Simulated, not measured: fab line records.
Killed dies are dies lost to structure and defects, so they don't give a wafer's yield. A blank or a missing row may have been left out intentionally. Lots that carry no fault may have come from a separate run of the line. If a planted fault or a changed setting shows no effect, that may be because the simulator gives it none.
One fault seen from 2 desks | flow ritCmos | numbers are kept per desk, each desk with only its own; the story behind them comes last

## AT THE TOOL OWNER'S DESK: rieDiel-01
The tool's own readings at RIT_CONTACT_ETCH_11 (etches SiO2 in CHF3/CF4/Ar, stops on TiSi2, target depth 480 nm, time 320 s): means of the sampled wafers that have a number, for each lot that ran on this tool. Marked OUT: a lot whose mean sits more than 4 standard deviations from the usual mean, which makes it out of limits; the brackets give that distance.
Columns: A = drypumpMotorCurrentA at RIT_CONTACT_ETCH_11, usual 6.0 A; B = oesProductAu at RIT_CONTACT_ETCH_11, usual 0.989 a.u.; C = throttleValvePct at RIT_CONTACT_ETCH_11, usual 8.85 %
lot  | first seen here | A   | B     | C
L455 | day 3 19:25     | 5.3 | 1.008 | 8.82
L461 | day 5 00:56     | 5.8 | 0.994 | 8.84
Result from this desk: across the 2 lots, nothing is out of limits.

## METROLOGY DESK
What the gauges read, lot by lot, whatever tool the lot ran on: means of the sampled wafers that have a number. Marked OUT: a lot whose mean sits more than 4 standard deviations from the usual mean, which makes it out of limits; the brackets give that distance.
Columns: A = CONTACT_OVL at RIT_CONTACT_OVL_MEAS_09, usual 1.1 nm
lot  | first seen here | A
L453 | day 3 08:55     | 2.9
L454 | day 3 14:41     | 1.7
L455 | day 3 19:14     | 1.5
L456 | day 3 20:56     | 0.2
L458 | day 4 09:11     | 0.3
L461 | day 5 00:45     | 2.4
L467 | day 6 06:22     | 2.3
L469 | day 6 16:54     | -0.7
L471 | day 7 03:04     | -0.3
L472 | day 7 06:41     | 0.1
L474 | day 7 14:50     | 1.2
L475 | day 7 21:16     | -0.4
L476 | day 8 00:38     | 0.2
Result from this desk: across the 13 lots, nothing is out of limits.

## BROUGHT TOGETHER
Nothing out of limits was seen by the tool owner's desk.
The metrology desk saw nothing out of limits.

## WHAT WAS PUT IN BY THE SIMULATOR
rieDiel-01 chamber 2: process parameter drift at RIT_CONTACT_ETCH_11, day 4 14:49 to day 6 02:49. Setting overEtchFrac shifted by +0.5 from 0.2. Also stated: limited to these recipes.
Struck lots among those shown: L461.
